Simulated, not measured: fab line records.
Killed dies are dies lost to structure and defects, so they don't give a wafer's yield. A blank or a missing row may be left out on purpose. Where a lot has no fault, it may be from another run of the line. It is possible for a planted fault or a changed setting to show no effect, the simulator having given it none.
fab line records | flow ritCmos
record lots=15 wafers=45 lastDay=7
route steps=202 shown REOX@101
lots that met no fault: taken from a fault-free run of the same line
startH: start of the lot's first displayed wafer, in hours after the record's first day | waitH: hours from the lot's prior step to this one | " the same as in the row above | L1.1+2: a row that stands for several wafers | - no value, or no start was given | * or withheld: withheld | < > ~ a bound
route shown NAME@n: names a module that has steps shown in the file, with the first one's number in the route | usual: mean/standard deviation taken from wafers without a fault | same: alike in all rows | chamber/n: place in a boat | sites: readings site by site | _std_site: standard deviation of those values | _edge_site: inner sites' mean taken away from outer sites' mean | radiusMm: how far each site lies from the wafer's centre | mask NAME#n: copy n | behind: tool/chamber where the wafer was last shaped | hold: cause of the lot's hold/its duration in hours/its outcome | device: the transistor (n, p or np) that didn't switch | end of line: the route-end tests of the same wafers | for a step that has no rows: nothing shown but its recipe | killed: not the wafer's yield, but the dies lost to structure and defects at the first sort | map: dies across one wafer; x = killed, . = not, _ = none there
set.NAME: the setting the step ran with; set.NAME@STEP: the setting that earlier step ran with | model.NAME: the simulator's own value behind a step, which no gauge read
the route's steps for a sample of lots (tables are steps, rows are wafers)
services: when a tool's chamber went out of use (startH, in hours from the record's first day, below 0 if earlier), for how many hours, and the reason
## steps
# step RIT_REOX_OXIDATION_03
# recipe tempC=900 ambient=O2 targetThkA=252 oxTimeS=5580
# usual spikeTcCentreC=904.3/1.6 spikeTcLoadC=927.0/2.6 spikeTcSourceC=923.9/3 tubeCenterTempC=899.99/0.084 tube_center_temp_C_max=902.3/0.39
# columns lot.wafer tool chamber startH waitH spikeTcCentreC spikeTcLoadC spikeTcSourceC tubeCenterTempC tube_center_temp_C_max
L281.1 furnace-04 0 38.93 0.7 904.6 922.4 925.1 900.11 902.9
L281.2 " 0 " " 906.9 922.7 926.7 899.97 902.2
L281.4 " 0 " " 905.3 923.4 925.8 900.08 902.4
L282.1 furnace-01 0 43.51 0.0 904.1 930.9 918.9 900.02 902.0
L282.2 " 0 " " 902.4 931.2 920.0 899.9 902.2
L282.6 " 0 " " 902.1 930.8 918.4 899.89 902.2
L283.3 furnace-03 0 47.29 0.7 904.8 927.4 924.2 900.12 902.5
L283.5 " 0 " " 904.6 927.8 924.6 900.02 902.8
L283.6 " 0 " " 902.4 928.1 924.9 899.84 901.9
L284.2 furnace-03 0 53.14 0.0 905.4 927.3 925.6 900.03 902.9
L284.4 " 0 " " 904.7 926.3 924.5 900.21 903.0
L284.6 " 0 " " 905.1 926.7 925.1 899.9 901.9
L289.4 furnace-03 0 79.49 1.6 904.4 927.9 922.7 899.82 902.1
L289.5 " 0 " " 906.5 925.2 924.8 899.98 902.3
L289.6 " 0 " " 905.3 928.4 923.2 899.95 902.3
L290.1 furnace-03 0 86.94 0.0 880.1 902.9 900.4 874.91 877.4
L290.3 " 0 " " 877.4 900.7 900.0 874.9 877.4
L290.5 " 0 " " 879.4 902.4 900.2 874.97 877.5
L291.1 furnace-03 0 89.96 0.0 881.0 902.4 900.1 874.95 876.8
L291.2 " 0 " " 880.6 901.8 899.3 875.1 877.6
L291.6 " 0 " " 880.1 903.7 900.1 875.04 877.5
L292.1 furnace-03 0 96.94 0.9 879.2 902.0 900.5 875.09 877.6
L292.4 " 0 " " 879.6 901.8 899.6 875.05 877.7
L292.5 " 0 " " 879.6 901.7 896.7 874.94 877.7
L294.1 furnace-01 0 109.15 0.0 903.1 927.1 921.2 899.95 902.0
L294.3 " 0 " " 902.7 928.7 920.7 899.93 901.7
L294.4 " 0 " " 901.8 931.3 919.7 899.93 902.1
L298.3 furnace-04 0 122.10 0.0 905.8 924.8 928.2 899.9 902.2
L298.5 " 0 " " 906.5 924.2 926.2 899.89 902.0
L298.6 " 0 " " 905.3 923.0 927.7 899.97 902.6
L300.4 furnace-04 0 133.47 0.0 906.3 922.7 928.4 900.13 902.8
L300.5 " 0 " " 906.4 924.6 927.4 900 902.1
L300.6 " 0 " " 907.1 923.8 928.0 899.97 902.2
L301.1 furnace-04 0 137.34 0.0 906.0 923.8 927.3 900.04 902.2
L301.2 " 0 " " 906.7 924.4 927.2 899.87 902.3
L301.5 " 0 " " 904.2 923.9 926.2 899.92 902.6
L302.2 furnace-01 0 143.46 0.0 902.3 930.9 917.9 900.01 902.5
L302.3 " 0 " " 901.0 929.4 919.2 900.14 902.3
L302.5 " 0 " " 901.5 931.2 918.6 899.87 901.9
L303.2 furnace-01 0 147.93 0.0 905.0 930.4 919.3 900.06 902.0
L303.4 " 0 " " 902.0 928.8 919.1 900 902.1
L303.5 " 0 " " 902.7 931.3 918.9 899.96 902.7
L304.1 furnace-03 0 153.31 0.5 904.1 927.7 923.4 899.88 901.6
L304.3 " 0 " " 905.5 926.7 923.1 900.08 901.7
L304.5 " 0 " " 905.1 927.3 923.3 899.97 902.2
# step RIT_REOX_THK_MEAS_04
# recipe reads=SiO2_of_REOX_OXIDATION_03
# usual REOX_OXIDE_THK=25.2/0.47
# columns lot.wafer tool chamber startH waitH REOX_OXIDE_THK[nm]
L281.1 filmMetro-04 - 41.48 0.0 25.1
L281.2 " - " " 25.1
L281.4 " - " " 24.9
L282.1 filmMetro-02 - 46.06 0.0 25.1
L282.2 " - " " 25.7
L282.6 " - " " 25.5
L283.3 filmMetro-02 - 49.86 0.0 24.6
L283.5 " - " " 24.5
L283.6 " - " " 24.3
L284.2 filmMetro-02 - 55.70 0.0 24.5
L284.4 " - " " 24.5
L284.6 " - " " 24.3
L289.4 filmMetro-04 - 82.07 0.0 25.0
L289.5 " - " " 25.2
L289.6 " - " " 24.9
L290.1 filmMetro-02 - 89.49 0.0 19.5
L290.3 " - " " 19.2
L290.5 " - " " 19.6
L291.1 filmMetro-04 - 92.51 0.0 19.8
L291.2 " - " " 20.5
L291.6 " - " " 19.9
L292.1 filmMetro-02 - 99.49 0.0 20.1
L292.4 " - " " 19.8
L292.5 " - " " 20.2
L294.1 filmMetro-01 - 111.70 0.0 24.5
L294.3 " - " " 25.0
L294.4 " - " " 24.4
L298.3 filmMetro-02 - 124.67 0.0 25.2
L298.5 " - " " 25.5
L298.6 " - " " 25.7
L300.4 filmMetro-01 - 136.05 0.0 25.1
L300.5 " - " " 25.2
L300.6 " - " " 25.3
L301.1 filmMetro-04 - 139.89 0.0 25.2
L301.2 " - " " 24.2
L301.5 " - " " 24.7
L302.2 filmMetro-02 - 146.02 0.0 26.0
L302.3 " - " " 25.6
L302.5 " - " " 25.6
L303.2 filmMetro-02 - 150.49 0.0 26.1
L303.4 " - " " 25.9
L303.5 " - " " 25.6
L304.1 filmMetro-02 - 155.86 0.0 25.0
L304.3 " - " " 24.8
L304.5 " - " " 24.8
## services
# columns tool chamber startH hours kind
furnace-01 - 61.05 20.9 pm
furnace-01 - 81.95 3.4 pm
## key
firstSign step=RIT_REOX_OXIDATION_03 reading=tubeCenterTempC direction=down sigmas=99+ usual=* struck=*
effect step=RIT_REOX_OXIDATION_03 reading=tube_center_temp_C_max direction=down sigmas=64 usual=* struck=*
effect step=RIT_REOX_THK_MEAS_04 reading=REOX_OXIDE_THK direction=down sigmas=11 usual=25.2 struck=19.8
metAt RIT_REOX_OXIDATION_03
struckLots L290,L291,L292
testerLeftOut L290,L291,L292
onsetBetween 79.49 86.94
fault kind=processParameterDrift tool=furnace-03 chamber=- onsetH=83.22 steps=RIT_REOX_OXIDATION_03 channel=tempC offset=* shape=step endH=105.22 actsIn=* stated=*
# testerLeftOut: of these lots the tester's yield and bins aren't shown, on N5 and GAA mostly nor the transistor test; their killed dies are dies lost to structure and defects alone, not to doping, threshold or leakage, so they don't give the yield
